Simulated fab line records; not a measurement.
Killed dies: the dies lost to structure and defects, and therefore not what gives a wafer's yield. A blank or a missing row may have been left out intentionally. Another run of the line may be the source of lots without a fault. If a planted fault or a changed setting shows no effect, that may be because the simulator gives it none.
Split-lot experiment ; flow ritCmos ; on a route of 202 steps: 5 lots, 23 wafers read

== THE SPLIT ==
At RIT_NSD_IMPLANT_08, the setting energyKev was moved away from the recipe's 25 on 10 of the 23 wafers read, by -4.7% to +5.9%. All remaining wafers had this setting at the recipe value.

== FROM THE SPLIT TO THE READING: what the file shows between them, 2 steps ==
- RIT_NSD_STRIP_09: strips in O2, time 180 s
- RIT_SDANNEAL_RTA_03: time 5 s

== THE READING ==
At RIT_SDANNEAL_RS_MEAS_05, a four-point-probe measurement gives NSD_RS in ohm/sq. A value of 84.74 ohm/sq with a standard deviation of 0.28 ohm/sq is what fault-free wafers of this fab line usually give.

wafer;tool, chamber at the split;energyKev as run;against the recipe;NSD_RS, ohm/sq;against lot-mates on the recipe
L076.1;implanter-01, 0;25;recipe;85.16;-
L076.3;implanter-01, 0;25;recipe;85.31;-
L076.6;implanter-01, 0;25;recipe;85.21;-
L078.1;implanter-01, 0;23.83;-4.7%;85.29;+0.38
L078.2;implanter-01, 0;25;recipe;84.80;-
L078.3;implanter-01, 0;23.83;-4.7%;85.16;+0.25
L078.4;implanter-01, 0;23.83;-4.7%;85.54;+0.63
L078.5;implanter-01, 0;25;recipe;85.02;-
L080.2;implanter-01, 0;25;recipe;84.79;-
L080.3;implanter-01, 0;25;recipe;84.92;-
L080.4;implanter-01, 0;25;recipe;84.79;-
L080.5;implanter-01, 0;25.96;+3.8%;84.33;-0.50
L080.6;implanter-01, 0;25.96;+3.8%;84.23;-0.60
L082.1;implanter-03, 0;25;recipe;84.22;-
L082.2;implanter-03, 0;26.47;+5.9%;83.76;-0.44
L082.4;implanter-03, 0;26.47;+5.9%;83.67;-0.53
L082.5;implanter-03, 0;25;recipe;84.20;-
L082.6;implanter-03, 0;25;recipe;84.18;-
L084.1;implanter-03, 0;24.42;-2.3%;84.98;+0.59
L084.3;implanter-03, 0;25;recipe;84.49;-
L084.4;implanter-03, 0;24.42;-2.3%;84.65;+0.26
L084.5;implanter-03, 0;24.42;-2.3%;84.55;+0.16
L084.6;implanter-03, 0;25;recipe;84.29;-

FIT RESULTS
A straight line over all 23 wafers: NSD_RS changes by -0.132 ohm/sq for each +1% of energyKev; r = -0.75; the points scatter about the line by 0.34 ohm/sq.
The same after taking each lot's own level away (the mean of its wafers on the recipe; 23 wafers): -0.101 ohm/sq for each +1%; r = -0.91; scatter 0.13 ohm/sq.
According to that fit, moving energyKev by its largest amount changes the reading by 0.59 ohm/sq.
From 84.200 to 85.227 ohm/sq: that is the span of the lots' own levels, equal to 3.7 times the standard deviation above.
So the lot-to-lot level blurs the effect unless lot-mates are compared.
Check: -0.639 ohm/sq against its lot-mates is what the line predicts for one of the wafers moved furthest among these (+5.9%) when that wafer is left out of the fit. It came out at -0.44 ohm/sq against them.

== THE OTHER SPLITS THESE WAFERS WENT THROUGH ==
Before the reading, these wafers also passed through other splits. Each is held against what the fit with the lots' levels taken away leaves over:
other split on the same wafers;wafers away from the commonest value;r with NSD_RS (lot level and that fit taken away)
RIT_GATE_ETCH_19 overEtchFrac;11;+0.00
RIT_NLDD_COAT_01 resistThkNm;5;-0.49
RIT_NLDD_IMPLANT_08 energyKev;8;+0.42

== THE FILE'S OWN FIT ==
NSD_RS changes by -0.101 ohm/sq for each +1% of energyKev, r = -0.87.
